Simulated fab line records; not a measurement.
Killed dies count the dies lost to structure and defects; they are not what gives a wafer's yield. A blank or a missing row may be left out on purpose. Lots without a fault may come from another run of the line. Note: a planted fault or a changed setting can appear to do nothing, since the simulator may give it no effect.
Comparing a struck lot with a sound one    flow berkeleyCmos170    45 steps out of a route of 331
Sound: the wafers L209.1, L209.2, L209.6. Wafers struck: L224.3, L224.4, L224.5. Last of all comes the cause.
Order at every step that has rows: each side's tool, ch and its chambers, its first start. Under that, the readings that differ: sound wafers    struck wafers    difference of the means    sigmas: that difference in standard deviations of wafers without a fault.
alike: readings with means less than 2 such deviations apart, plus words and numbers identical on both sides. not compared: withheld readings, readings lacking a value on some wafer, bounds such as >300 that could conceal the same value, and numbers that have no deviation in the record and whose values overlap.
A row with sigmas, a row that says differs or no value, or rows on one side alone: a step with any of these is where the two part. Numbers that have no deviation but don't overlap get no sigmas and don't part them. A reading that every wafer of one side lacks parts them only if that side has two wafers or more.

first, 1 step without rows for these wafers: UCB170_NLDD_STRIP_10 (strips in O2).
UCB170_NLDD_TW_MEAS_11:
  sound: filmMetro-03 at day 7 14:55; struck: filmMetro-03 at day 10 14:02
  alike: NLDD_TW
then, 1 step without rows for these wafers: UCB170_NLDD_CLEAN_12 (cleans in SPM, time 600 s).
UCB170_SPACER_CVD_00: deposits SiO2 from TEOS/O2, target thk 376 nm, time 47 s.
  sound on pecvd-01 ch 0,1, day 7 15:17; struck on pecvd-04 ch 0,1, day 10 14:18
  alike: heaterPowerW
UCB170_SPACER_THK_MEAS_01:
  sound: filmMetro-02 at day 7 15:20; struck: filmMetro-02 at day 10 14:22
  alike: SPACER_TEOS_THK
then, 7 steps without rows for these wafers: UCB170_SPACER_ANNEAL_02 (time 1800 s); UCB170_SPACER_ETCHBACK_03 (etches SiO2 in CHF3/CF4/Ar, stops on Si, target depth 376 nm, time 100 s); UCB170_PSD_HMDS_00 (prime time 60 s); UCB170_PSD_COAT_01 (resist thk 900 nm); UCB170_PSD_SOFTBAKE_02 (time 60 s); UCB170_PSD_EXPOSE_03 (exposes mask PSELECT MOD, target cd 1200 nm); UCB170_PSD_PEB_04.
UCB170_PSD_DEVELOP_05: develop time 45 s.
  sound on lithoTrack-04 ch 0, day 7 20:00; struck on lithoTrack-04 ch 0, day 10 20:00
UCB170_PSD_CD_MEAS_06: the cd target is 1200 nm.
  sound: cdSem-02 at day 7 20:39; struck: cdSem-02 at day 10 20:37
  alike: cdNm
UCB170_PSD_OVL_MEAS_07:
  sound: overlay-01 at day 7 20:46; struck: overlay-02 at day 10 20:43
  alike: PSD_OVL
following that, these wafers have no rows for 1 step: UCB170_PSD_IMPLANT_08.
UCB170_PSD_STRIP_09: strips in O2.
  sound on plasmaAsher-04 ch 0,1, day 7 20:57; struck on plasmaAsher-03 ch 0,1, day 10 20:55
  alike: chamberPressureMTorr, drypumpMotorCurrentA, oesProductAu, stripTimeToEndpointS
  not compared: rfHoursCounterH
UCB170_PSD_TW_MEAS_10:
  sound: filmMetro-03 at day 7 21:03; struck: filmMetro-02 at day 10 21:00
  alike: PSD_TW
then, 7 steps without rows for these wafers: UCB170_PSD_CLEAN_11 (cleans in SPM, time 600 s); UCB170_NSD_HMDS_00 (prime time 60 s); UCB170_NSD_COAT_01 (resist thk 900 nm); UCB170_NSD_SOFTBAKE_02 (time 60 s); UCB170_NSD_EXPOSE_03 (exposes mask NSELECT MOD, target cd 1200 nm); UCB170_NSD_PEB_04; UCB170_NSD_DEVELOP_05 (develop time 45 s).
UCB170_NSD_CD_MEAS_06: the cd target is 1200 nm.
  sound: cdSem-02 at day 7 23:52; struck: cdSem-02 at day 10 22:50
  alike: cdNm
UCB170_NSD_OVL_MEAS_07:
  sound: overlay-02 at day 7 23:59; struck: overlay-02 at day 10 22:55
  alike: NSD_OVL
then, 2 steps without rows for these wafers: UCB170_NSD_IMPLANT_08; UCB170_NSD_STRIP_09 (strips in O2).
UCB170_NSD_TW_MEAS_10:
  sound: filmMetro-01 at day 8 00:16; struck: filmMetro-01 at day 10 23:13
  alike: NSD_TW
then, 4 steps without rows for these wafers: UCB170_NSD_CLEAN_11 (cleans in SPM, time 600 s); UCB170_BACKSIDE_HMDS_00 (prime time 60 s); UCB170_BACKSIDE_COAT_01 (resist thk 900 nm); UCB170_BACKSIDE_SOFTBAKE_02 (time 60 s).
UCB170_BACKSIDE_STRIP_03: strips in O2.
  sound on plasmaAsher-02 ch 0,1, day 8 01:03; struck on plasmaAsher-04 ch 0,1, day 11 00:02
  alike: chamberPressureMTorr, drypumpMotorCurrentA, oesProductAu, stripTimeToEndpointS
  not compared: rfHoursCounterH
then, 1 step without rows for these wafers: UCB170_BACKSIDE_CLEAN_04 (cleans in SPM, time 600 s).
UCB170_SDANNEAL_RTA_00: time 10 s.
  sound on rtpAnneal-01 ch 0, day 8 01:20; struck on rtpAnneal-01 ch 0, day 11 00:20
  alike: lampPowerPct, wafer_temp_C_max
UCB170_SDANNEAL_RTA_01: time 5 s.
  sound on rtpAnneal-01 ch 0, day 8 01:23; struck on rtpAnneal-01 ch 0, day 11 00:23
  alike: lampPowerPct, wafer_temp_C_max
UCB170_SDANNEAL_RS_MEAS_02: a four-point-probe measurement.
  sound: filmMetro-03 at day 8 01:27; struck: filmMetro-03 at day 11 00:28
  alike: PSD_RS
UCB170_SDANNEAL_RS_MEAS_03: a four-point-probe measurement.
  sound: filmMetro-03 at day 8 01:34; struck: filmMetro-03 at day 11 00:35
  alike: NSD_RS
UCB170_SDANNEAL_RS_MEAS_04: a four-point-probe measurement.
  sound: filmMetro-03 at day 8 01:41; struck: filmMetro-03 at day 11 00:43
  alike: PLDD_RS
UCB170_SDANNEAL_RS_MEAS_05: a four-point-probe measurement.
  sound: filmMetro-03 at day 8 01:49; struck: filmMetro-03 at day 11 00:50
  alike: NLDD_RS
UCB170_M2_ETCH_17: etches BARC in N2/H2.
  sound on rieDiel-02 ch 1,2, day 8 23:04; struck on rieDiel-03 ch 0,1,2, day 11 20:00
reading             sound            struck             difference  sigmas
model.M2.cdNm (nm)  700 700.4 699.4  709.5 708.1 709.1  +9.0        
  alike: biasW, chamberPressureMTorr, drypumpMotorCurrentA, oesProductAu, throttleValvePct
UCB170_M2_METAL_ETCH_18: etches Al in Cl2/BCl3, stops on SiO2, target depth 1170 nm, time 195 s.
  sound on rieMetal-02 ch 0,1, day 8 23:06; struck on rieMetal-02 ch 0,1, day 11 20:07
reading             sound            struck             difference  sigmas
model.M2.cdNm (nm)  703 699.9 700.1  709.2 709.1 708.6  +8.0        
  alike: biasW, chamberPressureMTorr, drypumpMotorCurrentA, oesProductAu, throttleValvePct
  not compared: rfHoursCounterH
UCB170_M3_PROBE_99:
  the record has rows for the struck wafers here (prober-02, day 12 02:50) and none for the sound ones

## WHERE THEY PART
Within this record, at UCB170_M3_PROBE_99 only.

WHY: the cause the simulator had injected
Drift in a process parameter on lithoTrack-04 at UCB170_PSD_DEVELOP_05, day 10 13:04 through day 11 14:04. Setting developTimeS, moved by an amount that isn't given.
